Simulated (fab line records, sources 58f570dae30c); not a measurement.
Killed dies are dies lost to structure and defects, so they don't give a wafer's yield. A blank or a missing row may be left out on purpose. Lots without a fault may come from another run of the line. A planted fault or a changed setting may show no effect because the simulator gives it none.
Which tool did it? | flow berkeley_cmos170 | 14 lots, 42 wafers sampled, at 4 steps of a route of 331

WHAT THE GAUGES READ, wafer by wafer
UCB170_V1_OVL_MEAS_13.
lot  | measured     | on         | V1_OVL (nm)
L930 | day 8 16:46  | overlay-02 | -6 -2 -3
L928 | day 8 17:02  | overlay-01 | 0 -6 2
L932 | day 9 08:45  | overlay-02 | 8 5 3
L931 | day 9 10:08  | overlay-01 | -8 -1 1
L935 | day 10 08:25 | overlay-02 | 9 -2 9
L934 | day 10 08:33 | overlay-01 | 6 2 16
L939 | day 10 08:47 | overlay-01 | 0 -5 -2
L937 | day 10 10:11 | overlay-01 | -5 -10 -1
L944 | day 12 02:08 | overlay-01 | 3 0 -5
L943 | day 12 05:32 | overlay-02 | 2 4 4
L942 | day 12 06:18 | overlay-01 | 4 -3 -3
L949 | day 13 07:29 | overlay-02 | -1 4 12
L946 | day 13 07:57 | overlay-01 | 10 3 7
L950 | day 13 15:02 | overlay-01 | -10 5 -1

UCB170_V2_THK_MEAS_01.
lot  | measured     | on            | V2_TEOS_THK (nm)
L930 | day 8 21:47  | film_metro-01 | 2023 2043 2018
L928 | day 8 22:03  | film_metro-03 | 2026 1974 2033
L932 | day 9 11:59  | film_metro-02 | 2016 2037 2035
L931 | day 9 13:30  | film_metro-02 | 1970 2006 2025
L935 | day 10 11:38 | film_metro-03 | 1991 2026 2039
L934 | day 10 11:56 | film_metro-02 | 2004 2002 1999
L939 | day 10 12:24 | film_metro-02 | 1996 2012 2019
L937 | day 10 13:26 | film_metro-03 | 1981 1997 2006
L944 | day 12 06:20 | film_metro-01 | 2008 2008 2043
L943 | day 12 08:53 | film_metro-02 | 1966 1994 2003
L942 | day 12 12:22 | film_metro-03 | 2012 2019 2055
L949 | day 13 11:54 | film_metro-02 | 1986 2004 2029
L946 | day 13 12:53 | film_metro-03 | 1961 1982 2031
L950 | day 13 19:23 | film_metro-01 | 1960 1967 2005

WHICH TOOL RAN EACH LOT (tool, then ch and the chambers of the sampled wafers, then the start)
lot  | UCB170_CONTACT_ETCH_18                        | UCB170_V1_STRIP_15
L930 | rie_diel-04 ch 1,2,3, day 8 16:46 or earlier  | plasma_asher-03 ch 0,1, day 8 17:01
L928 | rie_diel-02 ch 0,1,2, day 8 17:02 or earlier  | plasma_asher-03 ch 0,1, day 8 17:15
L932 | rie_diel-03 ch 0,1,3, day 9 08:45 or earlier  | plasma_asher-01 ch 0,1, day 9 08:59
L931 | rie_diel-03 ch 0,1, day 9 10:08 or earlier    | plasma_asher-03 ch 0,1, day 9 10:21
L935 | rie_diel-02 ch 0,1, day 10 08:25 or earlier   | plasma_asher-04 ch 0,1, day 10 08:38
L934 | rie_diel-03 ch 1,2,3, day 10 08:33 or earlier | plasma_asher-03 ch 0,1, day 10 08:47
L939 | rie_diel-04 ch 1,2,3, day 10 08:47 or earlier | plasma_asher-04 ch 0,1, day 10 09:00
L937 | rie_diel-02 ch 0,3, day 10 10:11 or earlier   | plasma_asher-03 ch 0,1, day 10 10:25
L944 | rie_diel-03 ch 0,1,3, day 12 02:08 or earlier | plasma_asher-01 ch 0,1, day 12 02:20
L943 | rie_diel-02 ch 0,2, day 12 05:32 or earlier   | plasma_asher-04 ch 0,1, day 12 05:45
L942 | rie_diel-04 ch 1,3, day 12 06:18 or earlier   | plasma_asher-04 ch 0,1, day 12 06:32
L949 | rie_diel-04 ch 0,1,3, day 13 07:29 or earlier | plasma_asher-03 ch 0,1, day 13 07:41
L946 | rie_diel-02 ch 0,1,2, day 13 07:57 or earlier | plasma_asher-03 ch 0, day 13 08:10
L950 | rie_diel-03 ch 1,2, day 13 15:02 or earlier   | plasma_asher-03 ch 0,1, day 13 15:15
- UCB170_CONTACT_ETCH_18: etches PSG in CHF3/CF4/Ar, stops on TiSi2, target depth 840 nm, time 195 s.
- UCB170_V1_STRIP_15: strips in O2.

WHAT THE TOOLS THEMSELVES READ (means of the sampled wafers that have a number; where no wafer has one, the mark that the record gives instead)
UCB170_CONTACT_ETCH_18.
lot  | tool        | drypump_motor_current_A (A) | mfc_ar_sccm (sccm) | oes_product_au (a.u.) | throttle_valve_pct (%)
L930 | rie_diel-04 | 5.8                         | 150.1              | 0.907                 | 6.88
L928 | rie_diel-02 | 5.6                         | 150.0              | 0.904                 | 6.92
L932 | rie_diel-03 | 5.8                         | 150.2              | 0.873                 | 6.86
L931 | rie_diel-03 | 5.7                         | 150.2              | 0.864                 | 6.88
L935 | rie_diel-02 | 5.9                         | 150.8              | 0.898                 | 7.01
L934 | rie_diel-03 | 5.8                         | 150.1              | 0.891                 | 6.94
L939 | rie_diel-04 | 5.8                         | 149.9              | 0.909                 | 6.88
L937 | rie_diel-02 | 6.1                         | 150.3              | 0.910                 | 6.92
L944 | rie_diel-03 | 5.8                         | 149.5              | 0.878                 | 6.87
L943 | rie_diel-02 | 5.2                         | 149.9              | 0.910                 | 6.83
L942 | rie_diel-04 | 5.8                         | 149.5              | 0.895                 | 6.85
L949 | rie_diel-04 | 6.0                         | 149.9              | 0.911                 | 6.88
L946 | rie_diel-02 | 5.5                         | 149.5              | 0.899                 | 6.92
L950 | rie_diel-03 | 5.8                         | 149.6              | 0.885                 | 6.95

UCB170_V1_STRIP_15.
lot  | tool            | drypump_motor_current_A (A) | oes_product_au (a.u.) | strip_time_to_endpoint_s (s)
L930 | plasma_asher-03 | 5.48                        | 0.725                 | 15.41
L928 | plasma_asher-03 | 5.47                        | 0.719                 | 15.41
L932 | plasma_asher-01 | 5.58                        | 0.726                 | 15.51
L931 | plasma_asher-03 | 5.48                        | 0.723                 | 15.29
L935 | plasma_asher-04 | 5.55                        | 0.717                 | 15.39
L934 | plasma_asher-03 | 5.48                        | 0.718                 | 15.39
L939 | plasma_asher-04 | 5.54                        | 0.716                 | 15.24
L937 | plasma_asher-03 | 5.50                        | 0.721                 | 15.52
L944 | plasma_asher-01 | 5.65                        | 0.722                 | 15.35
L943 | plasma_asher-04 | 5.55                        | 0.723                 | 15.27
L942 | plasma_asher-04 | 5.56                        | 0.725                 | 15.41
L949 | plasma_asher-03 | 5.48                        | 0.721                 | 15.44
L946 | plasma_asher-03 | 5.41                        | 0.718                 | 15.33
L950 | plasma_asher-03 | 5.49                        | 0.724                 | 15.33

THE ANSWER, worked out from the rows above alone
Rule: what is usual is taken from the lots themselves. Put in order of their means at a reading, lots are off if they are a third of the lots or fewer, leave a main group of 4 or more, and stand apart from it by a gap of 3 or more times the standard deviation of the main group's means; of several such gaps the widest counts. A main group whose means are all the same, to the digits that the tables above print for the reading, isn't used. A lot without any number at a reading at which 4 lots or more have one is off too. The other lots that the step has rows for count as sound. The gauges are gone through in route order, then the tools' own readings, and for those a lot's mean is taken as printed above. The first step at which some lot is off is used, and at that step the reading that is off furthest; a lot without a number counts as furthest.
No lot is off at any reading shown: from this, nothing can be told.

WHAT THE SIMULATOR HAD PUT IN
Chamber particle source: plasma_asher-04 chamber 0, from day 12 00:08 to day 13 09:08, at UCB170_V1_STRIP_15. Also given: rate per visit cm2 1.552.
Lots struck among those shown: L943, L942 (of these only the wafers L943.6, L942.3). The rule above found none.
